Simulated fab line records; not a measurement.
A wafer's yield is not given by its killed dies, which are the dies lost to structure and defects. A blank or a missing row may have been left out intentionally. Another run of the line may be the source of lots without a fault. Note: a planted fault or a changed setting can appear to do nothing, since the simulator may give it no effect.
A struck lot beside a sound one ; flow ritCmos ; 19 out of 202 route steps
Sound: these wafers, L999.2, L999.3, L999.6. Wafers struck: L995.1, L995.2, L995.6. The cause is given at the end.
Per side, at each step with rows, come the tool, then ch with its chambers, and then its first start. Under that, the readings that differ: sound wafers ; struck wafers ; difference of the means ; sigmas: that difference in standard deviations of wafers without a fault.
alike: readings with means less than 2 such deviations apart, plus words and numbers identical on both sides. not compared: withheld readings, readings lacking a value on some wafer, bounds such as >300 that could conceal the same value, and numbers that have no deviation in the record and whose values overlap.
The two part at a step that has a row with sigmas, a row that says differs or no value, or rows on one side only. When numbers do not overlap yet have no deviation, they are printed without sigmas and do not part them. A reading missing from all wafers of one side parts the sides only when that side holds two or more wafers.

first, 1 step without rows for these wafers: RIT_CONTACT_HARDBAKE_10 (time 60 s).
RIT_CONTACT_ETCH_11: etches SiO2 in CHF3/CF4/Ar, stops on TiSi2, target depth 480 nm, time 320 s.
  sound on rieDiel-02 ch 0,1, day 7 08:08; struck on rieDiel-01 ch 1,3, day 6 09:39
  alike: drypumpMotorCurrentA, oesProductAu, throttleValvePct
  not compared: rfHoursCounterH
RIT_CONTACT_STRIP_12: strips in O2, time 180 s.
  sound on plasmaAsher-02 ch 0,1, day 7 08:19; struck on plasmaAsher-03 ch 0,1, day 6 09:51
  alike: drypumpMotorCurrentA, rfReflPowerW
  not compared: rfHoursCounterH
RIT_CONTACT_CD_MEAS_90: the cd target is 1000 nm.
  sound: cdSem-01 at day 7 08:31; struck: cdSem-02 at day 6 10:01
  alike: cdNm
then, 2 steps without rows for these wafers: RIT_CONTACT_CLEAN_13 (cleans in SC1, time 617.9 s); RIT_CONTACT_CLEAN_14 (cleans in SC2, time 600 s).
RIT_M1_SPUTTER_00: material Al, target thk 400 nm, time 500 s.
  sound: pvdSputter-02 at day 7 08:58; struck: pvdSputter-02 at day 6 10:29
  alike: cathodeDcPowerW, throttleValvePct
RIT_M1_RS_MEAS_01: measurement is done with a four-point probe.
  sound: filmMetro-01 at day 7 09:17; struck: filmMetro-03 at day 6 10:47
  alike: M1_AL_RS
RIT_M1_THK_MEAS_02: measures by xrf.
  sound: filmMetro-01 at day 7 09:23; struck: filmMetro-03 at day 6 10:55
  alike: M1_AL_THK
then, 3 steps without rows for these wafers: RIT_M1_HMDS_03 (prime time 60 s); RIT_M1_COAT_04 (resist thk 1300 nm); RIT_M1_SOFTBAKE_05 (time 60 s).
RIT_M1_EXPOSE_06: exposes mask M12, target cd 2600 nm.
  sound on ilineStepper-02 ch 0, day 7 10:02; struck on ilineStepper-01 ch 0, day 6 11:32
reading;sound;struck;difference;sigmas
model.M1.overlayXNm (nm);-0.5841 -0.5841 -0.5841;359.5 359.5 359.5;+360.1;
  alike: mask
then, 2 steps without rows for these wafers: RIT_M1_PEB_07; RIT_M1_DEVELOP_08 (develop time 68 s).
RIT_M1_CD_MEAS_09: the cd target is 2600 nm.
  sound: cdSem-02 at day 7 10:28; struck: cdSem-01 at day 6 11:58
  alike: cdNm
RIT_M1_OVL_MEAS_10:
  sound: overlay-02 at day 7 10:34; struck: overlay-02 at day 6 12:05
reading;sound;struck;difference;sigmas
M1_OVL (nm);-2.8 -2.0 -1.1;359.6 359.9 358.9;+361.4;+99 or more
then, 1 step without rows for these wafers: RIT_M1_HARDBAKE_11 (time 120 s).
RIT_M1_PROBE_99:
  sound: prober-01 at day 7 13:10; struck: prober-01 at day 6 14:38
reading;sound;struck;difference;sigmas
killed_at_M0_to_M3;1 0 0;0 0 0;+0;-2
model.etest.tester.sortNPass;257 255 256;0 5 23;-247;
model.etest.tester.sortYieldPct (%);97.35 96.59 96.97;0 1.894 8.712;-93;
model.etest.nmos_0p15.junctionLog10AUm;-13.57 -13.56 -13.72;-9.501 -9.74 -9.845;+3.921;
model.etest.nmosNarrow.offLog10AUm;-13.32 -13.29 -13.32;-9.501 -9.74 -9.845;+3.615;
model.etest.nmos_0p3.offLog10AUm;-13.14 -12.98 -13.08;-9.501 -9.74 -9.845;+3.371;
model.etest.gateEndArray.leakLog10AUm;-12.88 -12.85 -12.87;-9.376 -9.549 -9.67;+3.335;
model.etest.pmos_0p15.junctionLog10AUm;-13.71 -13.84 -13.72;-10.5 -10.74 -10.84;+3.1;
model.etest.contactDiodeArray.leakLog10A (angstrom);-9.576 -9.344 -9.492;-6.144 -6.287 -6.655;+3.109;
  alike: defectLimitedYield, killedAtContacts, killedAtFrontEnd, killedDies, killedOpen, killedShort

WHERE THEY PART
At RIT_M1_OVL_MEAS_10 first; at RIT_M1_PROBE_99 last (within this record only).

WHY: what the simulator had put in
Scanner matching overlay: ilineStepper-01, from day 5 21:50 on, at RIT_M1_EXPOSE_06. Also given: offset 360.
